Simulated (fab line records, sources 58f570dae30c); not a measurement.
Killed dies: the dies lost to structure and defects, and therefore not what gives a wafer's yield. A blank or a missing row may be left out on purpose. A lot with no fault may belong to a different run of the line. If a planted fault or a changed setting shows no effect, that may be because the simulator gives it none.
A single fault, viewed from 2 desks | flow berkeley cmos170 | every desk sees just its own numbers, and what lay behind them comes last

AT THE TOOL OWNER'S DESK: krf scanner-02
The tool's own readings at UCB170_CONTACT_EXPOSE_12 (exposes mask CONT, target cd 700 nm): means of the sampled wafers that have a number, for each lot that ran on this tool. A lot is out of limits, marked OUT, if its mean lies more than 4 standard deviations from the usual mean; the brackets give that distance.
Columns: A = focus offset nm at UCB170_CONTACT_EXPOSE_12, usual -0.1 nm
lot  | first seen here | A
L266 | day 7 20:29     | -0.3
L265 | day 7 21:53     | 0.3
L269 | day 8 05:44     | -0.3
L268 | day 8 06:58     | -1.0
L272 | day 8 08:27     | -0.0
L270 | day 8 08:30     | 0.1
L271 | day 8 12:26     | 0.5
L273 | day 8 23:28     | 0.0
Result from this desk: across the 8 lots, nothing is out of limits.

THE METROLOGY DESK
What the gauges read for every lot (on any tool): the sampled wafers with a number, averaged. A lot is out of limits, marked OUT, if its mean lies more than 4 standard deviations from the usual mean; the brackets give that distance.
Columns: A = CONTACT_OVL at UCB170_CONTACT_OVL_MEAS_16, usual 2 nm
lot  | first seen here | A
L266 | day 7 21:04     | 6
L265 | day 7 22:26     | -2
L267 | day 8 01:16     | 1
L269 | day 8 06:15     | 0
L268 | day 8 07:26     | -2
L272 | day 8 08:55     | -127 (-26) OUT
L270 | day 8 09:01     | -133 (-27) OUT
L271 | day 8 12:57     | -124 (-25) OUT
L273 | day 9 00:05     | -128 (-26) OUT
L278 | day 10 05:51    | 4
L281 | day 11 03:58    | 6
L286 | day 11 22:00    | 2
L285 | day 12 00:22    | 2
L288 | day 12 13:08    | 1
L287 | day 12 13:41    | -5
Finding of this desk: L270, L271, L272, L273 out of limits, first seen on L272 at day 8 08:55 (CONTACT_OVL at UCB170_CONTACT_OVL_MEAS_16). L266, L265, L267, L269, L268, L278, L281, L286, L285, L288, L287 stayed within limits.

TAKEN TOGETHER
Metrology desk: alarm possible at day 8 08:55 on L270, L271, L272, L273.
Nothing out of limits was seen by the tool owner's desk.
On record at the tool owner's desk: L270, L271, L272, L273, within its limits.
Of the lots named, all ran UCB170_CONTACT_EXPOSE_12 on krf scanner-02.

WHAT THE SIMULATOR PUT IN
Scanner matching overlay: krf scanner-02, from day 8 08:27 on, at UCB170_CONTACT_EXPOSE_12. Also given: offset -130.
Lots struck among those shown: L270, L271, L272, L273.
Delay in hours, fault start to first out-of-limits reading, per desk: metrology desk 0.
